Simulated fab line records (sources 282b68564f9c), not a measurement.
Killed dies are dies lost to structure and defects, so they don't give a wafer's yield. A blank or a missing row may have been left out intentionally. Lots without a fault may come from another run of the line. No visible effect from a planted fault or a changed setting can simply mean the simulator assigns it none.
A lot that was struck, set against a sound lot / flow rit_cmos / 15 steps out of a route of 202
Sound: the wafers L471.1, L471.2, L471.3. Wafers L484.3, L484.5, L484.6 were the ones struck. Last of all comes the cause.
Each step with rows lists, per side, the tool, then ch with its chambers, then its first start. Under that, the readings that differ: sound wafers / struck wafers / difference of the means / sigmas: that difference in standard deviations of wafers without a fault.
alike: readings with means less than 2 such deviations apart, plus words and numbers identical on both sides. not compared: withheld readings, readings lacking a value on some wafer, bounds such as >300 that could conceal the same value, and numbers that have no deviation in the record and whose values overlap.
A row with sigmas, a row that says differs or no value, or rows on one side alone: a step with any of these is where the two part. Numbers that don't overlap but have no deviation are shown without sigmas and don't part them. A reading missing from all wafers of one side parts the sides only when that side holds two or more wafers.

first, 3 steps without rows for these wafers: RIT_SPACER_CLEAN_01 (cleans in dHF, time 30 s); RIT_SPACER_CLEAN_02 (cleans in SC2, time 600 s); RIT_SPACER_CVD_03 (deposits Si3N4 from SiH2Cl2/NH3, target thk 250 nm, time 3300 s).
RIT_SPACER_THK_MEAS_04:
  sound: film_metro-04 at day 4 03:39; struck: film_metro-03 at day 6 21:15
  alike: SPACER_NITRIDE_THK
RIT_SPACER_ETCHBACK_05: etches Si3N4 in SF6/CHF3, stops on SiO2, target depth 250 nm, time 240 s.
  sound on rie_diel-02 ch 0,1,2, day 4 03:43; struck on rie_diel-04 ch 0,1,3, day 6 21:17
  alike: drypump_motor_current_A, oes_product_au, rf_fwd_power_W, throttle_valve_pct
  not compared: rf_hours_counter_h
then, 6 steps without rows for these wafers: RIT_NSD_HMDS_00 (prime time 60 s); RIT_NSD_COAT_01 (resist thk 1000 nm); RIT_NSD_SOFTBAKE_02 (time 60 s); RIT_NSD_EXPOSE_03 (exposes mask M9, target cd 40700 nm); RIT_NSD_PEB_04; RIT_NSD_DEVELOP_05 (develop time 50 s).
RIT_NSD_OVL_MEAS_06:
  sound: overlay-02 at day 4 04:50; struck: overlay-01 at day 6 22:26
  alike: NSD_OVL
RIT_NSD_HARDBAKE_07: time 60 s.
  sound on litho_track-02 ch 0, day 4 04:52; struck on litho_track-02 ch 0, day 6 22:30
reading=heater_power_total_W (W); sound=62.55 62.54 62.47; struck=58.91 58.87 58.88; difference=-3.63; sigmas=-77
reading=plate_temp_C (C); sound=139.90 139.97 139.95; struck=133.73 133.69 133.62; difference=-6.26; sigmas=-48
reading=model.NOVOLAK_of_NSD_COAT_01.thk_nm (nm); sound=879.4 883.5 882.1; struck=895.6 894.5 897.4; difference=+14.2; sigmas=
after that, 1 step had no rows for these wafers: RIT_NSD_IMPLANT_08.
RIT_M1_PROBE_99:
  the record has rows for the struck wafers here (prober-02, day 7 08:34) and none for the sound ones

## WHERE THEY PART
Earliest at RIT_NSD_HARDBAKE_07; latest, in this record, at RIT_M1_PROBE_99.

WHY: the cause the simulator had injected
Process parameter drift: litho_track-02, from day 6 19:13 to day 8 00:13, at RIT_NSD_HARDBAKE_07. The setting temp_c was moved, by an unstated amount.
